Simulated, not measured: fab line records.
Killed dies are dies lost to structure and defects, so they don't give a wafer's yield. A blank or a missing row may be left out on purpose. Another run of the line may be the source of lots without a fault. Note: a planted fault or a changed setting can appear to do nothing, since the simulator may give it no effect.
fab line records || flow ritCmos
[record] {"lots": 6, "wafers": 18, "lastDay": 7}
route steps=202 shown SILICIDE@162 CONTACT@168
lots untouched by any fault: they come from a run of this same line in which no faults occurred
startH: hours from the record's opening day to when the first of the lot's shown wafers began || waitH: time in hours since the lot's previous step || " repeats the value in the row above || L1.1+2: a single row standing in for several wafers || - value missing, or start not given || * or withheld: withheld || < > ~ a bound
route shown NAME@n: a module of which the file shows steps, and the number in the route of the first || usual: mean/standard deviation of fault-free wafers || same: alike in all rows || chamber/n: place in a boat || sites: each site's reading || _std_site: standard deviation of those values || _edge_site: inner sites' mean taken away from outer sites' mean || radiusMm: how far each site lies from the wafer's centre || mask NAME#n: copy n || behind: the most recent tool/chamber to have shaped the wafer || hold: cause of the lot's hold/its duration in hours/its outcome || device: which transistor (n, p or np) failed to switch || end of line: the route-end tests of the same wafers || a step without rows: its recipe alone || killed: not the wafer's yield, but the dies lost to structure and defects at the first sort || map: per-die view of a wafer (x killed, . not killed, _ where there is no die)
set.NAME: the setting the step ran with; set.NAME@STEP: the setting that earlier step ran with || model.NAME: the simulator's own value behind a step, which no gauge read
a table for each step, a row for each wafer; lots at some steps of the route
services: a tool's chamber out of use, with start hour (startH, from the record's first day; less than 0 if before it), hours out, and reason
[[steps]]
[step RIT_SILICIDE_SPUTTER_01]
[recipe] {"material": "Ti", "targetThkNm": 30, "powerW": 350, "chamberPressurePa": 0.667, "gas": "Ar", "timeS": 240, "substrateTempC": 25}
[usual] {"throttleValvePct": "30.1/0.95"}
{"lot.wafer": "L145.2", "tool": "pvdSputter-03", "chamber": "-", "startH": 91.08, "waitH": 0.0, "throttleValvePct": 29.0}
{"lot.wafer": "L145.3", "tool": "pvdSputter-03", "chamber": "-", "startH": 91.08, "waitH": 0.0, "throttleValvePct": 29.4}
{"lot.wafer": "L145.6", "tool": "pvdSputter-03", "chamber": "-", "startH": 91.08, "waitH": 0.0, "throttleValvePct": 28.4}
{"lot.wafer": "L149.2", "tool": "pvdSputter-03", "chamber": "-", "startH": 118.64, "waitH": 0.0, "throttleValvePct": 28.4}
{"lot.wafer": "L149.5", "tool": "pvdSputter-03", "chamber": "-", "startH": 118.64, "waitH": 0.0, "throttleValvePct": 28.3}
{"lot.wafer": "L149.6", "tool": "pvdSputter-03", "chamber": "-", "startH": 118.64, "waitH": 0.0, "throttleValvePct": 29.1}
{"lot.wafer": "L150.2", "tool": "pvdSputter-02", "chamber": "-", "startH": 118.79, "waitH": 0.0, "throttleValvePct": 30.3}
{"lot.wafer": "L150.5", "tool": "pvdSputter-02", "chamber": "-", "startH": 118.79, "waitH": 0.0, "throttleValvePct": 30.3}
{"lot.wafer": "L150.6", "tool": "pvdSputter-02", "chamber": "-", "startH": 118.79, "waitH": 0.0, "throttleValvePct": 30.3}
{"lot.wafer": "L157.2", "tool": "pvdSputter-03", "chamber": "-", "startH": 136.69, "waitH": 0.0, "throttleValvePct": 29.7}
{"lot.wafer": "L157.4", "tool": "pvdSputter-03", "chamber": "-", "startH": 136.69, "waitH": 0.0, "throttleValvePct": 31.3}
{"lot.wafer": "L157.6", "tool": "pvdSputter-03", "chamber": "-", "startH": 136.69, "waitH": 0.0, "throttleValvePct": 28.5}
{"lot.wafer": "L159.2", "tool": "pvdSputter-02", "chamber": "-", "startH": 145.25, "waitH": 0.0, "throttleValvePct": 30.0}
{"lot.wafer": "L159.3", "tool": "pvdSputter-02", "chamber": "-", "startH": 145.25, "waitH": 0.0, "throttleValvePct": 30.3}
{"lot.wafer": "L159.4", "tool": "pvdSputter-02", "chamber": "-", "startH": 145.25, "waitH": 0.0, "throttleValvePct": 30.5}
{"lot.wafer": "L162.2", "tool": "pvdSputter-02", "chamber": "-", "startH": 157.33, "waitH": 0.0, "throttleValvePct": 31.0}
{"lot.wafer": "L162.4", "tool": "pvdSputter-02", "chamber": "-", "startH": 157.33, "waitH": 0.0, "throttleValvePct": 30.4}
{"lot.wafer": "L162.6", "tool": "pvdSputter-02", "chamber": "-", "startH": 157.33, "waitH": 0.0, "throttleValvePct": 29.6}
[step RIT_SILICIDE_RS_MEAS_02]
[recipe] {"thkMeasGauge": "four-point-probe", "reads": "Ti_of_SILICIDE_SPUTTER_01"}
[usual] {"SILICIDE_TI_RS": "48.3/0.9"}
{"lot.wafer": "L145.2", "tool": "filmMetro-04", "chamber": "-", "startH": 91.25, "waitH": 0.1, "SILICIDE_TI_RS[ohm/sq]": 47.4}
{"lot.wafer": "L145.3", "tool": "filmMetro-04", "chamber": "-", "startH": 91.25, "waitH": 0.1, "SILICIDE_TI_RS[ohm/sq]": 47.5}
{"lot.wafer": "L145.6", "tool": "filmMetro-04", "chamber": "-", "startH": 91.25, "waitH": 0.1, "SILICIDE_TI_RS[ohm/sq]": 48.2}
{"lot.wafer": "L149.2", "tool": "filmMetro-03", "chamber": "-", "startH": 118.81, "waitH": 0.1, "SILICIDE_TI_RS[ohm/sq]": 49.7}
{"lot.wafer": "L149.5", "tool": "filmMetro-03", "chamber": "-", "startH": 118.81, "waitH": 0.1, "SILICIDE_TI_RS[ohm/sq]": 49.3}
{"lot.wafer": "L149.6", "tool": "filmMetro-03", "chamber": "-", "startH": 118.81, "waitH": 0.1, "SILICIDE_TI_RS[ohm/sq]": 49.2}
{"lot.wafer": "L150.2", "tool": "filmMetro-02", "chamber": "-", "startH": 118.96, "waitH": 0.1, "SILICIDE_TI_RS[ohm/sq]": 46.4}
{"lot.wafer": "L150.5", "tool": "filmMetro-02", "chamber": "-", "startH": 118.96, "waitH": 0.1, "SILICIDE_TI_RS[ohm/sq]": 46.3}
{"lot.wafer": "L150.6", "tool": "filmMetro-02", "chamber": "-", "startH": 118.96, "waitH": 0.1, "SILICIDE_TI_RS[ohm/sq]": 46.7}
{"lot.wafer": "L157.2", "tool": "filmMetro-02", "chamber": "-", "startH": 136.86, "waitH": 0.1, "SILICIDE_TI_RS[ohm/sq]": 48.8}
{"lot.wafer": "L157.4", "tool": "filmMetro-02", "chamber": "-", "startH": 136.86, "waitH": 0.1, "SILICIDE_TI_RS[ohm/sq]": 48.8}
{"lot.wafer": "L157.6", "tool": "filmMetro-02", "chamber": "-", "startH": 136.86, "waitH": 0.1, "SILICIDE_TI_RS[ohm/sq]": 48.7}
{"lot.wafer": "L159.2", "tool": "filmMetro-03", "chamber": "-", "startH": 145.42, "waitH": 0.1, "SILICIDE_TI_RS[ohm/sq]": 47.5}
{"lot.wafer": "L159.3", "tool": "filmMetro-03", "chamber": "-", "startH": 145.42, "waitH": 0.1, "SILICIDE_TI_RS[ohm/sq]": 46.7}
{"lot.wafer": "L159.4", "tool": "filmMetro-03", "chamber": "-", "startH": 145.42, "waitH": 0.1, "SILICIDE_TI_RS[ohm/sq]": 46.8}
{"lot.wafer": "L162.2", "tool": "filmMetro-04", "chamber": "-", "startH": 157.50, "waitH": 0.1, "SILICIDE_TI_RS[ohm/sq]": 46.8}
{"lot.wafer": "L162.4", "tool": "filmMetro-04", "chamber": "-", "startH": 157.50, "waitH": 0.1, "SILICIDE_TI_RS[ohm/sq]": 47.3}
{"lot.wafer": "L162.6", "tool": "filmMetro-04", "chamber": "-", "startH": 157.50, "waitH": 0.1, "SILICIDE_TI_RS[ohm/sq]": 48.0}
[step RIT_SILICIDE_THK_MEAS_03]
[recipe] {"thkMeasGauge": "xrf", "reads": "Ti_of_SILICIDE_SPUTTER_01"}
[usual] {"SILICIDE_TI_THK": "29.6/0.46"}
{"lot.wafer": "L145.2", "tool": "filmMetro-04", "chamber": "-", "startH": 91.36, "waitH": 0.1, "SILICIDE_TI_THK[nm]": 30.0}
{"lot.wafer": "L145.3", "tool": "filmMetro-04", "chamber": "-", "startH": 91.36, "waitH": 0.1, "SILICIDE_TI_THK[nm]": 29.9}
{"lot.wafer": "L145.6", "tool": "filmMetro-04", "chamber": "-", "startH": 91.36, "waitH": 0.1, "SILICIDE_TI_THK[nm]": 29.6}
{"lot.wafer": "L149.2", "tool": "filmMetro-03", "chamber": "-", "startH": 118.92, "waitH": 0.1, "SILICIDE_TI_THK[nm]": 28.9}
{"lot.wafer": "L149.5", "tool": "filmMetro-03", "chamber": "-", "startH": 118.92, "waitH": 0.1, "SILICIDE_TI_THK[nm]": 29.0}
{"lot.wafer": "L149.6", "tool": "filmMetro-03", "chamber": "-", "startH": 118.92, "waitH": 0.1, "SILICIDE_TI_THK[nm]": 29.1}
{"lot.wafer": "L150.2", "tool": "filmMetro-02", "chamber": "-", "startH": 119.07, "waitH": 0.1, "SILICIDE_TI_THK[nm]": 30.4}
{"lot.wafer": "L150.5", "tool": "filmMetro-02", "chamber": "-", "startH": 119.07, "waitH": 0.1, "SILICIDE_TI_THK[nm]": 30.5}
{"lot.wafer": "L150.6", "tool": "filmMetro-02", "chamber": "-", "startH": 119.07, "waitH": 0.1, "SILICIDE_TI_THK[nm]": 30.3}
{"lot.wafer": "L157.2", "tool": "filmMetro-02", "chamber": "-", "startH": 136.97, "waitH": 0.1, "SILICIDE_TI_THK[nm]": 29.2}
{"lot.wafer": "L157.4", "tool": "filmMetro-02", "chamber": "-", "startH": 136.97, "waitH": 0.1, "SILICIDE_TI_THK[nm]": 29.5}
{"lot.wafer": "L157.6", "tool": "filmMetro-02", "chamber": "-", "startH": 136.97, "waitH": 0.1, "SILICIDE_TI_THK[nm]": 29.3}
{"lot.wafer": "L159.2", "tool": "filmMetro-03", "chamber": "-", "startH": 145.53, "waitH": 0.1, "SILICIDE_TI_THK[nm]": 30.1}
{"lot.wafer": "L159.3", "tool": "filmMetro-03", "chamber": "-", "startH": 145.53, "waitH": 0.1, "SILICIDE_TI_THK[nm]": 30.5}
{"lot.wafer": "L159.4", "tool": "filmMetro-03", "chamber": "-", "startH": 145.53, "waitH": 0.1, "SILICIDE_TI_THK[nm]": 30.3}
{"lot.wafer": "L162.2", "tool": "filmMetro-04", "chamber": "-", "startH": 157.61, "waitH": 0.1, "SILICIDE_TI_THK[nm]": 30.2}
{"lot.wafer": "L162.4", "tool": "filmMetro-04", "chamber": "-", "startH": 157.61, "waitH": 0.1, "SILICIDE_TI_THK[nm]": 29.9}
{"lot.wafer": "L162.6", "tool": "filmMetro-04", "chamber": "-", "startH": 157.61, "waitH": 0.1, "SILICIDE_TI_THK[nm]": 29.5}
[step RIT_SILICIDE_RTA_04]
[recipe] {"tempC": 650, "timeS": 10, "idleTempC": 25, "rampUpS": 5, "rampDownS": 5, "coolToC": 25, "ambient": "N2"}
[usual] {"wafer_temp_C_max": "652.3/0.59"}
{"lot.wafer": "L145.2", "tool": "rtpAnneal-02", "chamber": 0, "startH": 91.42, "waitH": 0.1, "wafer_temp_C_max": 651.5}
{"lot.wafer": "L145.3", "tool": "rtpAnneal-02", "chamber": 0, "startH": 91.42, "waitH": 0.1, "wafer_temp_C_max": 652.7}
{"lot.wafer": "L145.6", "tool": "rtpAnneal-02", "chamber": 0, "startH": 91.42, "waitH": 0.1, "wafer_temp_C_max": 652.5}
{"lot.wafer": "L149.2", "tool": "rtpAnneal-01", "chamber": 0, "startH": 118.98, "waitH": 0.1, "wafer_temp_C_max": 651.6}
{"lot.wafer": "L149.5", "tool": "rtpAnneal-01", "chamber": 0, "startH": 118.98, "waitH": 0.1, "wafer_temp_C_max": 651.8}
{"lot.wafer": "L149.6", "tool": "rtpAnneal-01", "chamber": 0, "startH": 118.98, "waitH": 0.1, "wafer_temp_C_max": 652.2}
{"lot.wafer": "L150.2", "tool": "rtpAnneal-01", "chamber": 0, "startH": 119.13, "waitH": 0.1, "wafer_temp_C_max": 652.7}
{"lot.wafer": "L150.5", "tool": "rtpAnneal-01", "chamber": 0, "startH": 119.13, "waitH": 0.1, "wafer_temp_C_max": 651.8}
{"lot.wafer": "L150.6", "tool": "rtpAnneal-01", "chamber": 0, "startH": 119.13, "waitH": 0.1, "wafer_temp_C_max": 652.1}
{"lot.wafer": "L157.2", "tool": "rtpAnneal-02", "chamber": 0, "startH": 137.03, "waitH": 0.1, "wafer_temp_C_max": 653.2}
{"lot.wafer": "L157.4", "tool": "rtpAnneal-02", "chamber": 0, "startH": 137.03, "waitH": 0.1, "wafer_temp_C_max": 652.5}
{"lot.wafer": "L157.6", "tool": "rtpAnneal-02", "chamber": 0, "startH": 137.03, "waitH": 0.1, "wafer_temp_C_max": 652.5}
{"lot.wafer": "L159.2", "tool": "rtpAnneal-02", "chamber": 0, "startH": 145.59, "waitH": 0.1, "wafer_temp_C_max": 651.6}
{"lot.wafer": "L159.3", "tool": "rtpAnneal-02", "chamber": 0, "startH": 145.59, "waitH": 0.1, "wafer_temp_C_max": 653.2}
{"lot.wafer": "L159.4", "tool": "rtpAnneal-02", "chamber": 0, "startH": 145.59, "waitH": 0.1, "wafer_temp_C_max": 652.1}
{"lot.wafer": "L162.2", "tool": "rtpAnneal-01", "chamber": 0, "startH": 157.67, "waitH": 0.1, "wafer_temp_C_max": 652.2}
{"lot.wafer": "L162.4", "tool": "rtpAnneal-01", "chamber": 0, "startH": 157.67, "waitH": 0.1, "wafer_temp_C_max": 652.1}
{"lot.wafer": "L162.6", "tool": "rtpAnneal-01", "chamber": 0, "startH": 157.67, "waitH": 0.1, "wafer_temp_C_max": 651.8}
[step RIT_SILICIDE_WET_ETCH_05]
[recipe] {"chemistry": "SPM", "target": "Ti", "tempC": 90, "timeS": 120, "dry": "n2Spin"}
[step RIT_SILICIDE_RTA_06]
[recipe] {"tempC": 750, "timeS": 10, "idleTempC": 25, "rampUpS": 5, "rampDownS": 10, "coolToC": 25, "ambient": "N2"}
[usual] {"wafer_temp_C_max": "752.5/0.77"}
{"lot.wafer": "L145.2", "tool": "rtpAnneal-01", "chamber": 0, "startH": 91.53, "waitH": 0.0, "wafer_temp_C_max": 752.7}
{"lot.wafer": "L145.3", "tool": "rtpAnneal-01", "chamber": 0, "startH": 91.53, "waitH": 0.0, "wafer_temp_C_max": 752.4}
{"lot.wafer": "L145.6", "tool": "rtpAnneal-01", "chamber": 0, "startH": 91.53, "waitH": 0.0, "wafer_temp_C_max": 751.4}
{"lot.wafer": "L149.2", "tool": "rtpAnneal-02", "chamber": 0, "startH": 119.09, "waitH": 0.0, "wafer_temp_C_max": 752.7}
{"lot.wafer": "L149.5", "tool": "rtpAnneal-02", "chamber": 0, "startH": 119.09, "waitH": 0.0, "wafer_temp_C_max": 753.9}
{"lot.wafer": "L149.6", "tool": "rtpAnneal-02", "chamber": 0, "startH": 119.09, "waitH": 0.0, "wafer_temp_C_max": 753.9}
{"lot.wafer": "L150.2", "tool": "rtpAnneal-02", "chamber": 0, "startH": 119.24, "waitH": 0.0, "wafer_temp_C_max": 753.7}
{"lot.wafer": "L150.5", "tool": "rtpAnneal-02", "chamber": 0, "startH": 119.24, "waitH": 0.0, "wafer_temp_C_max": 754.2}
{"lot.wafer": "L150.6", "tool": "rtpAnneal-02", "chamber": 0, "startH": 119.24, "waitH": 0.0, "wafer_temp_C_max": 752.9}
{"lot.wafer": "L157.2", "tool": "rtpAnneal-01", "chamber": 0, "startH": 137.14, "waitH": 0.0, "wafer_temp_C_max": 751.3}
{"lot.wafer": "L157.4", "tool": "rtpAnneal-01", "chamber": 0, "startH": 137.14, "waitH": 0.0, "wafer_temp_C_max": 751.2}
{"lot.wafer": "L157.6", "tool": "rtpAnneal-01", "chamber": 0, "startH": 137.14, "waitH": 0.0, "wafer_temp_C_max": 752.1}
{"lot.wafer": "L159.2", "tool": "rtpAnneal-01", "chamber": 0, "startH": 145.70, "waitH": 0.0, "wafer_temp_C_max": 752.5}
{"lot.wafer": "L159.3", "tool": "rtpAnneal-01", "chamber": 0, "startH": 145.70, "waitH": 0.0, "wafer_temp_C_max": 752.4}
{"lot.wafer": "L159.4", "tool": "rtpAnneal-01", "chamber": 0, "startH": 145.70, "waitH": 0.0, "wafer_temp_C_max": 751.3}
{"lot.wafer": "L162.2", "tool": "rtpAnneal-02", "chamber": 0, "startH": 157.78, "waitH": 0.0, "wafer_temp_C_max": 751.8}
{"lot.wafer": "L162.4", "tool": "rtpAnneal-02", "chamber": 0, "startH": 157.78, "waitH": 0.0, "wafer_temp_C_max": 752.5}
{"lot.wafer": "L162.6", "tool": "rtpAnneal-02", "chamber": 0, "startH": 157.78, "waitH": 0.0, "wafer_temp_C_max": 752.5}
[step RIT_CONTACT_CVD_00]
[recipe] {"material": "SiO2", "targetThkNm": 400, "precursor": "TEOS", "tempC": 390, "timeS": 61, "rfW": 400}
[usual] {"heaterPowerW": "320/57"}
{"lot.wafer": "L145.2", "tool": "pecvd-03", "chamber": 1, "startH": 91.59, "waitH": 0.0, "heaterPowerW": 291}
{"lot.wafer": "L145.3", "tool": "pecvd-03", "chamber": 0, "startH": 91.59, "waitH": 0.0, "heaterPowerW": 357}
{"lot.wafer": "L145.6", "tool": "pecvd-03", "chamber": 1, "startH": 91.59, "waitH": 0.0, "heaterPowerW": 324}
{"lot.wafer": "L149.2", "tool": "pecvd-02", "chamber": 0, "startH": 119.14, "waitH": 0.0, "heaterPowerW": 340}
{"lot.wafer": "L149.5", "tool": "pecvd-02", "chamber": 2, "startH": 119.14, "waitH": 0.0, "heaterPowerW": 305}
{"lot.wafer": "L149.6", "tool": "pecvd-02", "chamber": 1, "startH": 119.14, "waitH": 0.0, "heaterPowerW": 275}
{"lot.wafer": "L150.2", "tool": "pecvd-04", "chamber": 0, "startH": 119.29, "waitH": 0.0, "heaterPowerW": 256}
{"lot.wafer": "L150.5", "tool": "pecvd-04", "chamber": 1, "startH": 119.29, "waitH": 0.0, "heaterPowerW": 443}
{"lot.wafer": "L150.6", "tool": "pecvd-04", "chamber": 0, "startH": 119.29, "waitH": 0.0, "heaterPowerW": 267}
{"lot.wafer": "L157.2", "tool": "pecvd-04", "chamber": 2, "startH": 137.20, "waitH": 0.0, "heaterPowerW": 248}
{"lot.wafer": "L157.4", "tool": "pecvd-04", "chamber": 1, "startH": 137.20, "waitH": 0.0, "heaterPowerW": 402}
{"lot.wafer": "L157.6", "tool": "pecvd-04", "chamber": 2, "startH": 137.20, "waitH": 0.0, "heaterPowerW": 263}
{"lot.wafer": "L159.2", "tool": "pecvd-02", "chamber": 0, "startH": 145.75, "waitH": 0.0, "heaterPowerW": 367}
{"lot.wafer": "L159.3", "tool": "pecvd-02", "chamber": 1, "startH": 145.75, "waitH": 0.0, "heaterPowerW": 274}
{"lot.wafer": "L159.4", "tool": "pecvd-02", "chamber": 2, "startH": 145.75, "waitH": 0.0, "heaterPowerW": 280}
{"lot.wafer": "L162.2", "tool": "pecvd-03", "chamber": 2, "startH": 157.84, "waitH": 0.0, "heaterPowerW": 363}
{"lot.wafer": "L162.4", "tool": "pecvd-03", "chamber": 0, "startH": 157.84, "waitH": 0.0, "heaterPowerW": 321}
{"lot.wafer": "L162.6", "tool": "pecvd-03", "chamber": 1, "startH": 157.84, "waitH": 0.0, "heaterPowerW": 314}
[step RIT_CONTACT_THK_MEAS_01]
[recipe] {"reads": "SiO2_of_CONTACT_CVD_00"}
[usual] {"CONTACT_TEOS_THK": "400/6"}
{"lot.wafer": "L145.2", "tool": "filmMetro-01", "chamber": "-", "startH": 91.67, "waitH": 0.1, "CONTACT_TEOS_THK[nm]": 395}
{"lot.wafer": "L145.3", "tool": "filmMetro-01", "chamber": "-", "startH": 91.67, "waitH": 0.1, "CONTACT_TEOS_THK[nm]": 417}
{"lot.wafer": "L145.6", "tool": "filmMetro-01", "chamber": "-", "startH": 91.67, "waitH": 0.1, "CONTACT_TEOS_THK[nm]": 400}
{"lot.wafer": "L149.2", "tool": "filmMetro-04", "chamber": "-", "startH": 119.20, "waitH": 0.0, "CONTACT_TEOS_THK[nm]": 400}
{"lot.wafer": "L149.5", "tool": "filmMetro-04", "chamber": "-", "startH": 119.20, "waitH": 0.0, "CONTACT_TEOS_THK[nm]": 402}
{"lot.wafer": "L149.6", "tool": "filmMetro-04", "chamber": "-", "startH": 119.20, "waitH": 0.0, "CONTACT_TEOS_THK[nm]": 402}
{"lot.wafer": "L150.2", "tool": "filmMetro-03", "chamber": "-", "startH": 119.35, "waitH": 0.0, "CONTACT_TEOS_THK[nm]": 396}
{"lot.wafer": "L150.5", "tool": "filmMetro-03", "chamber": "-", "startH": 119.35, "waitH": 0.0, "CONTACT_TEOS_THK[nm]": 400}
{"lot.wafer": "L150.6", "tool": "filmMetro-03", "chamber": "-", "startH": 119.35, "waitH": 0.0, "CONTACT_TEOS_THK[nm]": 409}
{"lot.wafer": "L157.2", "tool": "filmMetro-04", "chamber": "-", "startH": 137.26, "waitH": 0.0, "CONTACT_TEOS_THK[nm]": 397}
{"lot.wafer": "L157.4", "tool": "filmMetro-04", "chamber": "-", "startH": 137.26, "waitH": 0.0, "CONTACT_TEOS_THK[nm]": 396}
{"lot.wafer": "L157.6", "tool": "filmMetro-04", "chamber": "-", "startH": 137.26, "waitH": 0.0, "CONTACT_TEOS_THK[nm]": 401}
{"lot.wafer": "L159.2", "tool": "filmMetro-01", "chamber": "-", "startH": 145.82, "waitH": 0.0, "CONTACT_TEOS_THK[nm]": 403}
{"lot.wafer": "L159.3", "tool": "filmMetro-01", "chamber": "-", "startH": 145.82, "waitH": 0.0, "CONTACT_TEOS_THK[nm]": 397}
{"lot.wafer": "L159.4", "tool": "filmMetro-01", "chamber": "-", "startH": 145.82, "waitH": 0.0, "CONTACT_TEOS_THK[nm]": 411}
{"lot.wafer": "L162.2", "tool": "filmMetro-01", "chamber": "-", "startH": 157.90, "waitH": 0.0, "CONTACT_TEOS_THK[nm]": 394}
{"lot.wafer": "L162.4", "tool": "filmMetro-01", "chamber": "-", "startH": 157.90, "waitH": 0.0, "CONTACT_TEOS_THK[nm]": 403}
{"lot.wafer": "L162.6", "tool": "filmMetro-01", "chamber": "-", "startH": 157.90, "waitH": 0.0, "CONTACT_TEOS_THK[nm]": 403}
[step RIT_CONTACT_HMDS_02]
[recipe] {"primeTimeS": 60, "primeTempC": 140}
[step RIT_CONTACT_COAT_03]
[recipe] {"resist": "NOVOLAK", "spinRpm": 3250, "resistThkNm": 1000}
[step RIT_CONTACT_SOFTBAKE_04]
[recipe] {"resist": "NOVOLAK", "tempC": 90, "timeS": 60}
[step RIT_CONTACT_EXPOSE_05]
[recipe] {"maskId": "M11", "na": 0.6, "sourceShape": "conventional", "sigmaOuter": 0.5, "targetCdNm": 1000, "doseMj": 250}
[step RIT_CONTACT_PEB_06]
[recipe] {"resist": "NOVOLAK", "tempC": "withheld", "timeS": "withheld"}
[usual] {"chillPlateTempC": "*", "exhaustPa": "45.1/0.86"}
{"lot.wafer": "L145.2", "tool": "lithoTrack-03", "chamber": 0, "startH": 92.50, "waitH": 0.1, "chillPlateTempC": "*", "exhaustPa": 42.8}
{"lot.wafer": "L145.3", "tool": "lithoTrack-03", "chamber": 0, "startH": 92.50, "waitH": 0.1, "chillPlateTempC": "*", "exhaustPa": 44.0}
{"lot.wafer": "L145.6", "tool": "lithoTrack-03", "chamber": 0, "startH": 92.50, "waitH": 0.1, "chillPlateTempC": "*", "exhaustPa": 44.4}
{"lot.wafer": "L149.2", "tool": "lithoTrack-01", "chamber": "-", "startH": 119.97, "waitH": 0.1, "chillPlateTempC": "-", "exhaustPa": "-"}
{"lot.wafer": "L149.5", "tool": "lithoTrack-01", "chamber": "-", "startH": 119.97, "waitH": 0.1, "chillPlateTempC": "-", "exhaustPa": "-"}
{"lot.wafer": "L149.6", "tool": "lithoTrack-01", "chamber": "-", "startH": 119.97, "waitH": 0.1, "chillPlateTempC": "-", "exhaustPa": "-"}
{"lot.wafer": "L150.2", "tool": "lithoTrack-03", "chamber": "-", "startH": 120.33, "waitH": 0.1, "chillPlateTempC": "-", "exhaustPa": "-"}
{"lot.wafer": "L150.5", "tool": "lithoTrack-03", "chamber": "-", "startH": 120.33, "waitH": 0.1, "chillPlateTempC": "-", "exhaustPa": "-"}
{"lot.wafer": "L150.6", "tool": "lithoTrack-03", "chamber": "-", "startH": 120.33, "waitH": 0.1, "chillPlateTempC": "-", "exhaustPa": "-"}
{"lot.wafer": "L157.2", "tool": "lithoTrack-04", "chamber": 0, "startH": 138.42, "waitH": 0.2, "chillPlateTempC": "*", "exhaustPa": 43.8}
{"lot.wafer": "L157.4", "tool": "lithoTrack-04", "chamber": 0, "startH": 138.42, "waitH": 0.2, "chillPlateTempC": "*", "exhaustPa": 44.7}
{"lot.wafer": "L157.6", "tool": "lithoTrack-04", "chamber": 0, "startH": 138.42, "waitH": 0.2, "chillPlateTempC": "*", "exhaustPa": 43.7}
{"lot.wafer": "L159.2", "tool": "lithoTrack-01", "chamber": 0, "startH": 146.56, "waitH": 0.1, "chillPlateTempC": "*", "exhaustPa": 44.3}
{"lot.wafer": "L159.3", "tool": "lithoTrack-01", "chamber": 0, "startH": 146.56, "waitH": 0.1, "chillPlateTempC": "*", "exhaustPa": 44.7}
{"lot.wafer": "L159.4", "tool": "lithoTrack-01", "chamber": 0, "startH": 146.56, "waitH": 0.1, "chillPlateTempC": "*", "exhaustPa": 43.4}
{"lot.wafer": "L162.2", "tool": "lithoTrack-01", "chamber": 0, "startH": 158.66, "waitH": 0.1, "chillPlateTempC": "*", "exhaustPa": 45.0}
{"lot.wafer": "L162.4", "tool": "lithoTrack-01", "chamber": 0, "startH": 158.66, "waitH": 0.1, "chillPlateTempC": "*", "exhaustPa": 46.8}
{"lot.wafer": "L162.6", "tool": "lithoTrack-01", "chamber": 0, "startH": 158.66, "waitH": 0.1, "chillPlateTempC": "*", "exhaustPa": 44.2}
[step RIT_CONTACT_DEVELOP_07]
[recipe] {"resist": "NOVOLAK", "developTimeS": 120, "devTempC": 23}
[[services]]
{"tool": "pecvd-03", "chamber": 2, "startH": 91.31, "hours": 9.2, "kind": "repair"}
{"tool": "pecvd-04", "chamber": "-", "startH": 126.76, "hours": 1.3, "kind": "repair"}
{"tool": "pecvd-04", "chamber": "-", "startH": 154.77, "hours": 6.0, "kind": "pm"}
[[key]]
[firstSign] {"step": "RIT_CONTACT_PEB_06", "reading": "toolRecord", "direction": "missing"}
effect none on later readings
metAt RIT_CONTACT_PEB_06
struckWafers L149.2,L149.5,L149.6,L150.2,L150.5,L150.6
sortLeftOut L149.2,L149.5,L149.6,L150.2,L150.5,L150.6
testerLeftOut L149,L150
onsetBetween 92.50 119.97
[fault] {"kind": "skippedStepWhole", "tool": "lithoTrack-01,lithoTrack-03", "chamber": "-", "onsetH": 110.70, "steps": "RIT_CONTACT_PEB_06", "scope": "struckLotsOnly"}
// testerLeftOut: of these lots the tester's yield and bins aren't shown, on N5 and GAA mostly nor the transistor test; their killed dies are dies lost to structure and defects alone, not to doping, threshold or leakage, so they don't give the yield
// sortLeftOut: the simulated sort isn't trusted on such a fault, so these wafers' sort isn't shown, and their yield isn't known
